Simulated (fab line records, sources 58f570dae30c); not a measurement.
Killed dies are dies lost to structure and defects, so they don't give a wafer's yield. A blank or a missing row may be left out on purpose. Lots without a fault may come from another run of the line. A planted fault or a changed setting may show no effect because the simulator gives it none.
Which tool did it? | flow berkeley_cmos170 | 14 lots, 42 wafers sampled, at 4 steps of a route of 331

WHAT THE GAUGES READ, wafer by wafer
UCB170_NWELL_THK_MEAS_02. Usual: NWELL_OXIDE_THK 26.6 nm, standard deviation 0.61.
lot  | measured    | on            | NWELL_OXIDE_THK (nm) | flag
L122 | day 1 23:22 | film_metro-02 | 26.6 26.6 26.5       |
L124 | day 2 05:15 | film_metro-03 | 26.0 26.3 26.2       |
L123 | day 2 05:17 | film_metro-03 | 26.9 26.5 26.7       |
L125 | day 2 12:08 | film_metro-01 | 27.5 27.9 27.9       |
L127 | day 2 21:28 | film_metro-02 | 26.5 26.6 26.9       |
L128 | day 3 03:07 | film_metro-03 | 27.3 27.7 27.8       |
L131 | day 3 19:56 | film_metro-03 | 26.4 26.6 26.3       |
L132 | day 4 00:48 | film_metro-02 | 26.7 27.0 26.6       |
L133 | day 4 05:08 | film_metro-03 | 26.5 26.6 26.4       |
L134 | day 4 10:59 | film_metro-03 | 26.9 26.5 26.5       |
L137 | day 4 23:55 | film_metro-02 | 25.3 25.6 26.0       |
L138 | day 5 07:54 | film_metro-01 | 25.8 25.9 25.9       |
L140 | day 6 01:17 | film_metro-01 | 26.0 26.2 26.0       |
L145 | day 6 19:07 | film_metro-01 | 26.9 26.9 26.7       |

UCB170_WELLDRIVE_THK_MEAS_02. Usual: WELLDRIVE_OXIDE_THK 199 nm, standard deviation 3.4.
lot  | measured    | on            | WELLDRIVE_OXIDE_THK (nm) | flag
L122 | day 3 09:53 | film_metro-02 | 199 198 197              |
L124 | day 3 14:46 | film_metro-03 | 199 202 200              |
L123 | day 3 14:48 | film_metro-03 | 197 197 195              |
L125 | day 3 23:26 | film_metro-03 | 203 203 203              |
L127 | day 4 07:25 | film_metro-02 | 201 203 205              |
L128 | day 4 15:20 | film_metro-03 | 202 199 201              |
L131 | day 5 09:46 | film_metro-03 | 203 205 208              |
L132 | day 5 13:11 | film_metro-02 | 196 196 196              |
L133 | day 5 13:10 | film_metro-03 | 201 200 202              |
L134 | day 6 03:12 | film_metro-03 | 198 196 194              |
L137 | day 6 18:38 | film_metro-04 | 196 199 198              |
L138 | day 7 01:10 | film_metro-02 | 204 200 202              |
L140 | day 7 15:14 | film_metro-03 | 198 196 195              |
L145 | day 8 14:40 | film_metro-04 | 195 195 197              |

UCB170_PVT_OVL_MEAS_06. Usual: PVT_OVL 0 nm, standard deviation 5.5.
lot  | measured     | on         | PVT_OVL (nm) | flag
L122 | day 5 12:14  | overlay-01 | -3 -3 -3     |
L124 | day 5 12:18  | overlay-02 | -8 -3 -10    |
L123 | day 5 12:35  | overlay-01 | -6 -1 0      |
L125 | day 5 22:23  | overlay-01 | -12 -9 -7    |
L127 | day 6 12:13  | overlay-02 | -3 -1 -3     |
L128 | day 6 19:38  | overlay-01 | 6 -2 2       |
L131 | day 7 12:37  | overlay-02 | -3 -5 -7     |
L132 | day 7 12:16  | overlay-01 | 2 8 0        |
L133 | day 7 12:52  | overlay-01 | 3 1 10       |
L134 | day 8 11:20  | overlay-01 | -3 8 3       |
L137 | day 8 21:51  | overlay-01 | 12 5 5       |
L138 | day 9 06:55  | overlay-01 | -3 7 -1      |
L140 | day 9 20:13  | overlay-01 | 2 8 2        |
L145 | day 10 16:46 | overlay-01 | 9 3 5        |

WHICH TOOL RAN EACH LOT (tool, then ch and the chambers of the sampled wafers, then the start)
lot  | UCB170_PWELL_PEB_11
L122 | litho_track-02 ch 0, day 2 21:02
L124 | litho_track-02 ch 0, day 3 04:16
L123 | litho_track-01 ch 0, day 3 04:27
L125 | litho_track-04 ch 0, day 3 13:28
L127 | litho_track-04 ch 0, day 3 21:47
L128 | litho_track-02 ch 0, day 4 04:03
L131 | litho_track-01 ch 0, day 4 20:47
L132 | litho_track-02 ch 0, day 5 01:31
L133 | litho_track-01 ch 0, day 5 02:10
L134 | litho_track-02 ch 0, day 5 13:22
L137 | litho_track-02 ch 0, day 6 05:37
L138 | litho_track-02 ch 0, day 6 10:05
L140 | litho_track-01 ch 0, day 7 01:46
L145 | litho_track-04 ch 0, day 8 02:40
- UCB170_PWELL_PEB_11

WHAT THE TOOLS THEMSELVES READ (means of the sampled wafers that have a number; where no wafer has one, the mark that the record gives instead)
UCB170_PWELL_PEB_11. Usual: heater_power_total_W 56.80 W, standard deviation 0.046; plate_temp_C 130.00 C, standard deviation 0.14.
lot  | tool           | heater_power_total_W (W) | plate_temp_C (C) | flag
L122 | litho_track-02 | 56.78                    | 129.95           |
L124 | litho_track-02 | 56.82                    | 129.97           |
L123 | litho_track-01 | 56.79                    | 130.09           |
L125 | litho_track-04 | 56.79                    | 130.26           |
L127 | litho_track-04 | 56.73                    | 129.99           |
L128 | litho_track-02 | 56.81                    | 129.85           |
L131 | litho_track-01 | 56.80                    | 129.88           |
L132 | litho_track-02 | 56.76                    | 130.03           |
L133 | litho_track-01 | 56.86                    | 129.95           |
L134 | litho_track-02 | 56.79                    | 130.03           |
L137 | litho_track-02 | 64.84                    | 143.95           | OFF
L138 | litho_track-02 | 64.78                    | 143.72           | OFF
L140 | litho_track-01 | 56.79                    | 130.10           |
L145 | litho_track-04 | 56.80                    | 129.98           |

THE ANSWER, worked out from the rows above alone
Rule: a lot is off if the mean of its wafers that have a number lies more than 3 standard deviations from the usual mean. A lot without any number at a reading at which 4 lots or more have one is off too. The other lots that the step has rows for count as sound. The gauges are gone through in route order, then the tools' own readings, and for those a lot's mean is taken as printed above. The first step at which some lot is off is used, and at that step the reading that is off furthest; a lot without a number counts as furthest.
Off: L137, L138, at UCB170_PWELL_PEB_11 (heater_power_total_W).
A tool fits if, at that step or a process step before it, it ran every lot that is off, and no sound lot after the first of them. One fits: litho_track-02 at UCB170_PWELL_PEB_11. Its last sound lot is L134 (day 5 13:22), its first lot that is off L137 (day 6 05:37): a fault that began between those two fits.
The tool's own readings at UCB170_PWELL_PEB_11 bear it out: on the lots that are off they differ by more than 5 times the standard deviation of the sound lots' means. heater_power_total_W reads 64.81 W there against 56.79 W on the sound lots; plate_temp_C reads 143.83 C there against 130.01 C on the sound lots.

WHAT THE SIMULATOR HAD PUT IN
Process parameter drift: litho_track-02, from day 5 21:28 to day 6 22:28, at UCB170_PWELL_PEB_11. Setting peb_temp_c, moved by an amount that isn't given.
Lots struck among those shown: L137, L138. The rule above found the same.
